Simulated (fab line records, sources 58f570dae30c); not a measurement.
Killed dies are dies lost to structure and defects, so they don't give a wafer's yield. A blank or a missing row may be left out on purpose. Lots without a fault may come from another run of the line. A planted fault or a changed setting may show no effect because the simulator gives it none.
Chamber matching | flow berkeley_cmos170 | UCB170_ZERO_ETCH_06 on rie_diel-04: 4 sister chambers
The step etches SiO2 in CHF3/CF4/Ar, time 12 s. 8 wafers are shown with their chamber, then 7 later ones without.

WAFERS WITH THEIR CHAMBER
wafer  | chamber | throttle_valve_pct (%) | oes_product_au (a.u.)
L760.1 | 2       | 9.39                   | 0.611
L762.4 | 1       | 9.32                   | 0.611
L764.4 | 3       | 9.11                   | 0.610
L764.5 | 1       | 9.32                   | 0.616
L766.1 | 3       | 9.10                   | 0.613
L766.6 | 0       | 9.39                   | 0.620
L770.1 | 0       | 9.42                   | 0.621
L770.3 | 2       | 9.40                   | 0.612

WAFERS WITHOUT THEIR CHAMBER
wafer  | throttle_valve_pct (%) | oes_product_au (a.u.)
L770.5 | 9.38                   | 0.610
L777.3 | 9.40                   | 0.607
L777.4 | 9.31                   | 0.613
L777.5 | 9.30                   | 0.612
L778.3 | 9.38                   | 0.599
L778.5 | 9.40                   | 0.611
L778.6 | 9.10                   | 0.610

WHICH CHAMBER EACH WENT THROUGH
wafer  | from the rows above | in truth
L770.5 | 2                   | 2
L777.3 | 2                   | 2
L777.4 | 1                   | 1
L777.5 | 1                   | 1
L778.3 | 2                   | 2
L778.5 | 2                   | 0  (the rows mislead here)
L778.6 | 3                   | 3
Placed correctly: 6 of 7. Can't be placed from these rows: 0. Placed wrongly: 1.
How it was worked out, from the rows above alone: a wafer's distance from a chamber is the root of the sum, over the readings, of the square of ((its reading less the chamber's mean) divided by the reading's scatter). The wafer belongs to the nearest chamber; if the next one is less than 2 further off, it can't be placed. A chamber's mean is the mean of its shown wafers. The scatter: the root of (the sum of the squares of (reading less its chamber's mean) over the shown wafers, divided by (wafers less chambers)).
